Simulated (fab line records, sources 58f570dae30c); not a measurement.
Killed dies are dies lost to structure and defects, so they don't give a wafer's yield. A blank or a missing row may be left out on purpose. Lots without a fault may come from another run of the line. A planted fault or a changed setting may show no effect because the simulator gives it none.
A struck lot beside a sound one | flow berkeley_cmos170 | 14 steps out of a route of 331
Sound: wafers L220.2, L220.3, L220.4. Struck: wafers L226.2, L226.3, L226.6. The cause comes at the end.
At each step with rows: each side's tool, then ch and its chambers, then its first start. Under that, the readings that differ: sound wafers | struck wafers | difference of the means | sigmas: that difference in standard deviations of wafers without a fault.
alike: readings whose means differ by less than 2 such deviations, and words and numbers that are the same on both sides. not compared: withheld readings, readings that some wafer has no value for, bounds like >300 that may hide the same value, and numbers for which the record gives no deviation and whose values overlap.
The two part at a step that has a row with sigmas, a row that says differs or no value, or rows on one side only. Numbers that don't overlap but have no deviation are shown without sigmas and don't part them. A reading that every wafer of one side lacks parts them only if that side has two wafers or more.

UCB170_M2_RS_MEAS_02: measures by four-point-probe.
  sound on film_metro-02, day 8 16:27; struck on film_metro-03, day 9 14:59
  alike: M2_AL_RS
UCB170_M2_THK_MEAS_03: measures by xrf.
  sound on film_metro-02, day 8 16:34; struck on film_metro-03, day 9 15:05
  alike: M2_AL_THK
then, 3 steps without rows for these wafers: UCB170_M2_HMDS_04 (prime time 60 s); UCB170_M2_COAT_05 (resist thk 900 nm); UCB170_M2_SOFTBAKE_06 (time 60 s).
UCB170_M2_STRIP_07: strips in O2.
  sound on plasma_asher-04 ch 0,1, day 8 17:27; struck on plasma_asher-04 ch 0,1, day 9 15:35
  alike: drypump_motor_current_A, oes_product_au, strip_time_to_endpoint_s
  not compared: rf_hours_counter_h
then, 6 steps without rows for these wafers: UCB170_M2_STRIP_08 (strips KrF in DMSO, time 600 s); UCB170_M2_COAT_09; UCB170_M2_COAT_10 (resist thk 900 nm); UCB170_M2_SOFTBAKE_11 (time 60 s); UCB170_M2_EXPOSE_12 (exposes mask METAL2, target cd 700 nm); UCB170_M2_PEB_13.
UCB170_M2_DEVELOP_14: develop time 45 s.
  sound on litho_track-01 ch 0, day 8 18:00; struck on litho_track-01, day 9 16:00
  no value came back on the struck wafers for chill_plate_temp_C (C), develop_time_s (s), exhaust_pa (Pa); on the sound wafers chill_plate_temp_C (C) reads 23.08 22.97 23.01
  reading                             | sound             | struck          | difference | sigmas
  model.KrF_of_M2_COAT_10.thk_nm (nm) | 886.2 886.5 885.3 | 896.9 897.7 897 | +11.2      |
UCB170_M2_CD_MEAS_15: target cd 700 nm.
  sound on cd_sem-02, day 8 18:35; struck on cd_sem-02, day 9 16:53
  reading    | sound             | struck | difference                    | sigmas
  cd_nm (nm) | 700.8 700.3 701.0 | - - -  | no value on the struck wafers |

WHERE THEY PART
First at UCB170_M2_DEVELOP_14; last, within this record, at UCB170_M2_CD_MEAS_15.

WHY: what the simulator had put in
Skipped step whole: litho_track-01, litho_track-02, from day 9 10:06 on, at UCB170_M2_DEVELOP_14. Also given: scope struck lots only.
